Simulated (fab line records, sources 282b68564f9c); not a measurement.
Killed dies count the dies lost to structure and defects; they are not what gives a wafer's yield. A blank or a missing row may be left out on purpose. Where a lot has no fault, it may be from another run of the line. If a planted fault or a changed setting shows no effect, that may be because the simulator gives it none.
Split-lot experiment    flow rit cmos    23 wafers read from 5 lots, route of 202 steps

== THE SPLIT ITSELF ==
At RIT_GATE_DEVELOP_15 (develop time 50 s), the setting dev temp c was moved away from the recipe's 23 C on 11 of the 23 wafers read, by -5.5% to +8.9%. This setting was run at the recipe's value on the other wafers.

There is no step in the file separating the split from the reading.

== THE READING ==
etest.nmos_0p15.r on ohm um (the simulator's own value, which no gauge read), at RIT_M1_PROBE_99. No usual value for it is given in the file. Across the 12 wafers here that went through the recipe, the average is 1142 and the standard deviation 28.

wafer   tool, chamber at the split  dev temp c as run, C  against the recipe  etest.nmos_0p15.r on ohm um  against lot-mates on the recipe
L078.2  litho track-03, 0           23                    recipe              1099                         -
L078.3  litho track-03, 0           21.74                 -5.5%               1046                         -45
L078.4  litho track-03, 0           21.74                 -5.5%               1058                         -33
L078.5  litho track-03, 0           21.74                 -5.5%               1023                         -68
L078.6  litho track-03, 0           23                    recipe              1083                         -
L080.2  litho track-02, 0           23                    recipe              1168                         -
L080.4  litho track-02, 0           23                    recipe              1155                         -
L080.6  litho track-02, 0           23                    recipe              1142                         -
L082.1  litho track-02, 0           23                    recipe              1135                         -
L082.2  litho track-02, 0           25.03                 +8.8%               1249                         +91
L082.3  litho track-02, 0           23                    recipe              1174                         -
L082.4  litho track-02, 0           23                    recipe              1164                         -
L082.5  litho track-02, 0           25.03                 +8.8%               1240                         +82
L083.1  litho track-02, 0           23                    recipe              1140                         -
L083.2  litho track-02, 0           25.04                 +8.9%               1211                         +80
L083.3  litho track-02, 0           25.04                 +8.9%               1170                         +39
L083.4  litho track-02, 0           23                    recipe              1122                         -
L083.6  litho track-02, 0           25.04                 +8.9%               1239                         +108
L084.2  litho track-04, 0           24.45                 +6.3%               1219                         +56
L084.3  litho track-04, 0           23                    recipe              1160                         -
L084.4  litho track-04, 0           24.45                 +6.3%               1215                         +52
L084.5  litho track-04, 0           23                    recipe              1167                         -
L084.6  litho track-04, 0           24.45                 +6.3%               1201                         +38

FIT RESULTS
A straight line over all 23 wafers: etest.nmos_0p15.r on ohm um changes by +11.6 for each +1% of dev temp c; r = +0.89; the points scatter about the line by 30.
The same after taking each lot's own level away (the mean of its wafers on the recipe; 23 wafers): +8.78 for each +1%; r = +0.94; scatter 16.
Per that fit: largest dev temp c move, reading shift of 78.
Across the lots, their own levels run from 1091.0 to 1163.5, a range of 2.6 times the standard deviation given above.
In other words, the slope is changed by the lot-to-lot level; the two fits disagree.
Check: +77 against its lot-mates is what the line predicts for one of the wafers moved furthest among these (+8.9%) when that wafer is left out of the fit. Against them it came out at +80.

== FURTHER SPLITS ON THESE WAFERS ==
These wafers also went through other splits before the reading. Each is held against what the fit with the lots' levels taken away leaves over:
other split on the same wafers    wafers away from the commonest value  r with etest.nmos_0p15.r on ohm um (lot level and that fit taken away)
RIT_ACTIVE_COAT_06 spin rpm       4                                     -0.16
RIT_FOX2_OXIDATION_00 temp c      15                                    -0.08
RIT_NWELL_COAT_01 resist thk nm   5                                     -0.07
RIT_NWELL_IMPLANT_08 dose cm2     8                                     +0.01
RIT_PWELL_COAT_01 spin rpm        9                                     +0.09
RIT_NRETRO_COAT_01 resist thk nm  7                                     +0.18
RIT_NRETRO_IMPLANT_08 energy kev  9                                     -0.02
RIT_PRETRO_IMPLANT_08 energy kev  9                                     +0.21

== THE WHOLE CHAIN: every reading that the file lists as answering this split, in the file's order ==
step             what it does  reading                                                                         change (the file's fit)            r (the file's)
RIT_M1_PROBE_99                etest.pmos turned.r on ohm um (the simulator's own value, which no gauge read)  +31.9 for each +1% of the setting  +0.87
RIT_M1_PROBE_99                etest.pmos_0p15.r on ohm um (the simulator's own value, which no gauge read)    +30.8 for each +1% of the setting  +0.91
RIT_M1_PROBE_99                etest.nmos_0p15.r on ohm um (the simulator's own value, which no gauge read)    +8.87 for each +1% of the setting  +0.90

== FILE'S OWN FIT ==
etest.nmos_0p15.r on ohm um changes by +8.87 for each +1% of dev temp c, r = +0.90.
